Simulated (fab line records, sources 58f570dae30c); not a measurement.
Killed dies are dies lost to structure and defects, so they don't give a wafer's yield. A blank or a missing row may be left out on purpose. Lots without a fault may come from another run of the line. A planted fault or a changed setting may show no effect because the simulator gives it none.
Which tool did it? | flow berkeley_cmos170 | 15 lots, 45 wafers sampled, at 1 step of a route of 331

WHAT THE GAUGES READ, wafer by wafer
The record holds no reading of a measuring or inspecting step that can be judged against a usual standard deviation.

WHICH TOOL RAN EACH LOT (tool, then ch and the chambers of the sampled wafers, then the start)
lot  | UCB170_PLDD_DEVELOP_05
L171 | litho_track-03 ch 0, day 6 19:00
L175 | litho_track-01 ch 0, day 7 05:00
L174 | litho_track-02 ch 0, day 7 05:00
L176 | litho_track-03, day 7 18:00
L179 | litho_track-01, day 8 09:00
L180 | litho_track-01, day 8 17:00
L181 | litho_track-03 ch 0, day 8 18:00
L182 | litho_track-01 ch 0, day 8 18:00
L184 | litho_track-02 ch 0, day 8 18:00
L189 | litho_track-01 ch 0, day 9 10:00
L190 | litho_track-01 ch 0, day 10 03:00
L191 | litho_track-03 ch 0, day 10 03:00
L193 | litho_track-03 ch 0, day 10 10:00
L194 | litho_track-02 ch 0, day 10 11:00
L192 | litho_track-03 ch 0, day 10 11:00
- UCB170_PLDD_DEVELOP_05: develop time 45 s.

WHAT THE TOOLS THEMSELVES READ (means of the sampled wafers that have a number; where no wafer has one, the mark that the record gives instead)
UCB170_PLDD_DEVELOP_05. Usual: chill_plate_temp_C 23.02 C, standard deviation 0.11; resist_line_temp_C 22.98 C, standard deviation 0.098.
lot  | tool           | chill_plate_temp_C (C) | resist_line_temp_C (C) | flag
L171 | litho_track-03 | 23.18                  | 22.82                  |
L175 | litho_track-01 | 22.93                  | 23.07                  |
L174 | litho_track-02 | 22.90                  | 22.96                  |
L176 | litho_track-03 | -                      | -                      | OFF
L179 | litho_track-01 | -                      | -                      | OFF
L180 | litho_track-01 | -                      | -                      | OFF
L181 | litho_track-03 | 22.90                  | 22.96                  |
L182 | litho_track-01 | 22.99                  | 23.12                  |
L184 | litho_track-02 | 22.93                  | 23.03                  |
L189 | litho_track-01 | 23.04                  | 23.01                  |
L190 | litho_track-01 | 23.07                  | 23.02                  |
L191 | litho_track-03 | 22.95                  | 22.97                  |
L193 | litho_track-03 | 23.03                  | 22.90                  |
L194 | litho_track-02 | 23.08                  | 23.07                  |
L192 | litho_track-03 | 23.04                  | 22.98                  |

THE ANSWER, worked out from the rows above alone
Rule: a lot is off if the mean of its wafers that have a number lies more than 3 standard deviations from the usual mean. A lot without any number at a reading at which 4 lots or more have one is off too. The other lots that the step has rows for count as sound. The gauges are gone through in route order, then the tools' own readings, and for those a lot's mean is taken as printed above. The first step at which some lot is off is used, and at that step the reading that is off furthest; a lot without a number counts as furthest.
Off: L176, L179, L180, at UCB170_PLDD_DEVELOP_05 (chill_plate_temp_C). Without a number there: L176, L179, L180.
A tool fits if, at that step or a process step before it, it ran every lot that is off, and no sound lot after the first of them. None of those tried fits.

WHAT THE SIMULATOR HAD PUT IN
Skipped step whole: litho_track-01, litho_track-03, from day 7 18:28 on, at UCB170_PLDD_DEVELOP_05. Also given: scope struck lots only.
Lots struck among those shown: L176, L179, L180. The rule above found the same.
